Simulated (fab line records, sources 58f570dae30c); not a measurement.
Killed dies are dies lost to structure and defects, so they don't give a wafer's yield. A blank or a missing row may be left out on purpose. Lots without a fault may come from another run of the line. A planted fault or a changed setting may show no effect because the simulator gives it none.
Which tool did it? | flow berkeley_cmos170 | 14 lots, 42 wafers sampled, at 2 steps of a route of 331

WHAT THE GAUGES READ, wafer by wafer
UCB170_NVT_TW_MEAS_09.
lot  | measured     | on            | NVT_TW
L723 | day 5 04:04  | film_metro-04 | 521 515 519
L724 | day 5 15:51  | film_metro-03 | 522 521 519
L725 | day 5 16:07  | film_metro-04 | 521 518 519
L726 | day 6 06:01  | film_metro-03 | 520 518 522
L727 | day 6 13:50  | film_metro-03 | 519 518 519
L729 | day 6 14:11  | film_metro-03 | 518 519 517
L730 | day 7 04:19  | film_metro-04 | 519 519 521
L733 | day 8 01:49  | film_metro-03 | 521 521 522
L734 | day 8 07:26  | film_metro-03 | 524 519 522
L740 | day 9 06:21  | film_metro-01 | 513 512 516
L742 | day 9 19:58  | film_metro-01 | 475 477 477
L744 | day 10 05:25 | film_metro-01 | 475 480 477
L745 | day 10 05:42 | film_metro-03 | 520 520 519
L746 | day 10 05:58 | film_metro-01 | 513 515 517

WHICH TOOL RAN EACH LOT (tool, then ch and the chambers of the sampled wafers, then the start)
lot  | UCB170_NVT_IMPLANT_07
L723 | implanter-03 ch 0, day 5 03:49
L724 | implanter-02 ch 0, day 5 15:36
L725 | implanter-04 ch 0, day 5 15:52
L726 | implanter-02 ch 0, day 6 05:46
L727 | implanter-03 ch 0, day 6 13:35
L729 | implanter-02 ch 0, day 6 13:53
L730 | implanter-02 ch 0, day 7 04:04
L733 | implanter-02 ch 0, day 8 01:34
L734 | implanter-04 ch 0, day 8 07:11
L740 | implanter-03 ch 0, day 9 06:06
L742 | implanter-02 ch 0, day 9 19:44
L744 | implanter-02 ch 0, day 10 05:11
L745 | implanter-03 ch 0, day 10 05:29
L746 | implanter-04 ch 0, day 10 05:44
- UCB170_NVT_IMPLANT_07

WHAT THE TOOLS THEMSELVES READ (means of the sampled wafers that have a number; where no wafer has one, the mark that the record gives instead)
UCB170_NVT_IMPLANT_07.
lot  | tool         | dose_ions_cm2 | end_station_pressure_torr (Torr) | faraday_current_uA
L723 | implanter-03 | 3e+12         | 4.97e-06                         | 9.54
L724 | implanter-02 | 3e+12         | 5.12e-06                         | 9.63
L725 | implanter-04 | 3e+12         | 5.02e-06                         | 9.53
L726 | implanter-02 | 3e+12         | 4.98e-06                         | 9.56
L727 | implanter-03 | 3e+12         | 5.06e-06                         | 9.34
L729 | implanter-02 | 3e+12         | 4.84e-06                         | 9.61
L730 | implanter-02 | 3e+12         | 4.97e-06                         | 9.61
L733 | implanter-02 | 3e+12         | 5.27e-06                         | 9.44
L734 | implanter-04 | 3e+12         | 5.17e-06                         | 9.39
L740 | implanter-03 | 3e+12         | 5.12e-06                         | 9.61
L742 | implanter-02 | 2e+12         | 5.09e-06                         | 7.38
L744 | implanter-02 | 2e+12         | 5.02e-06                         | 7.32
L745 | implanter-03 | 3e+12         | 5.11e-06                         | 9.55
L746 | implanter-04 | 3e+12         | 5.25e-06                         | 9.38

THE ANSWER, worked out from the rows above alone
Rule: what is usual is taken from the lots themselves. Put in order of their means at a reading, lots are off if they are a third of the lots or fewer, leave a main group of 4 or more, and stand apart from it by a gap of 3 or more times the standard deviation of the main group's means; of several such gaps the widest counts. A main group whose means are all the same, to the digits that the tables above print for the reading, isn't used. A lot without any number at a reading at which 4 lots or more have one is off too. The other lots that the step has rows for count as sound. The gauges are gone through in route order, then the tools' own readings, and for those a lot's mean is taken as printed above. The first step at which some lot is off is used, and at that step the reading that is off furthest; a lot without a number counts as furthest.
Off: L742, L744, at UCB170_NVT_TW_MEAS_09 (NVT_TW). The main group: mean 519, standard deviation 2.3.
A tool fits if, at a process step before that reading, it ran every lot that is off, and no sound lot after the first of them. The gauges at UCB170_NVT_TW_MEAS_09 aren't tried: what is off there is off at UCB170_NVT_IMPLANT_07 too, on other tools, and a gauge's error can't cause that. One fits: implanter-02 at UCB170_NVT_IMPLANT_07. Its last sound lot is L733 (day 8 01:34), its first lot that is off L742 (day 9 19:44): a fault that began between those two fits.
The tool's own readings at UCB170_NVT_IMPLANT_07 bear it out: on the lots that are off they differ by more than 5 times the standard deviation of the sound lots' means. dose_ions_cm2 reads 2e+12 there against 3e+12 on the sound lots; faraday_current_uA reads 7.35 there against 9.52 on the sound lots.

WHAT THE SIMULATOR HAD PUT IN
Process parameter drift: implanter-02, from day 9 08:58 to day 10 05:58, at UCB170_NVT_IMPLANT_07. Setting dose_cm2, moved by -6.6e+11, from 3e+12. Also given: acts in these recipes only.
Lots struck among those shown: L742, L744. The rule above found the same.
